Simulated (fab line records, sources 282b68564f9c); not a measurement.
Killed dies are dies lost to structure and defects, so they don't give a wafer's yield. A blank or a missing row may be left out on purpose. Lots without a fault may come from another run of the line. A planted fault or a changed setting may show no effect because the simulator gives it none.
One fault seen from 2 desks | flow rit_cmos | each desk has only its own numbers; what lay behind them comes last

THE TOOL OWNER'S DESK: rtp_anneal-02
The tool's own readings at RIT_SDANNEAL_RTA_03 (time 5 s): means of the sampled wafers that have a number, for each lot that ran on this tool. A lot is out of limits, marked OUT, if its mean lies more than 4 standard deviations from the usual mean; the brackets give that distance.
Columns: A = ramp_down_c_per_s at RIT_SDANNEAL_RTA_03, usual 171.00; B = wafer_temp_C_max at RIT_SDANNEAL_RTA_03, usual 1053.6
lot  | first seen here | A                       | B
L315 | day 3 22:14     | 171.01                  | 1053.5
L317 | day 4 07:47     | 34.18 (-99 or more) OUT | 1052.2
L319 | day 4 17:56     | 34.21 (-99 or more) OUT | 1054.5
This desk's finding: out of limits on L317, L319; first on L317, day 4 07:47 (ramp_down_c_per_s at RIT_SDANNEAL_RTA_03). In limits: L315.

THE METROLOGY DESK
What the gauges read, lot by lot, whatever tool the lot ran on: means of the sampled wafers that have a number. A lot is out of limits, marked OUT, if its mean lies more than 4 standard deviations from the usual mean; the brackets give that distance.
Columns: A = PSD_OVL at RIT_PSD_OVL_MEAS_06, usual -0.8 nm; B = PSD_TW at RIT_PSD_TW_MEAS_10, usual 3385; C = PSD_RS at RIT_SDANNEAL_RS_MEAS_04, usual 115.96 ohm/sq
lot  | first seen here | A    | B    | C
L315 | day 3 21:18     | -1.3 | 3411 | 116.09
L317 | day 4 06:49     | 0.6  | 3389 | 116.12
L319 | day 4 17:00     | -2.1 | 3338 | 116.01
L326 | day 6 04:21     | 0.6  | 3346 | 115.71
L329 | day 6 19:49     | -0.7 | 3352 | 116.27
L331 | day 7 04:39     | 1.0  | 3357 | 115.60
This desk's finding: nothing out of limits on any of the 6 lots.

PUT TOGETHER
The tool owner's desk could have raised an alarm at day 4 07:47, on L317, L319.
The metrology desk saw nothing out of limits.
The metrology desk has L317, L319 on record, within its limits.
Of the lots named, all ran RIT_SDANNEAL_RTA_03 on rtp_anneal-02.

WHAT THE SIMULATOR HAD PUT IN
Process parameter drift: rtp_anneal-02, from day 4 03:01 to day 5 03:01, at RIT_SDANNEAL_RTA_03. Setting ramp_down_c_per_s, moved by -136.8, from 171.
Lots struck among those shown: L317, L319.
Hours from the fault's start to each desk's first reading out of limits: the tool owner's desk, 5.
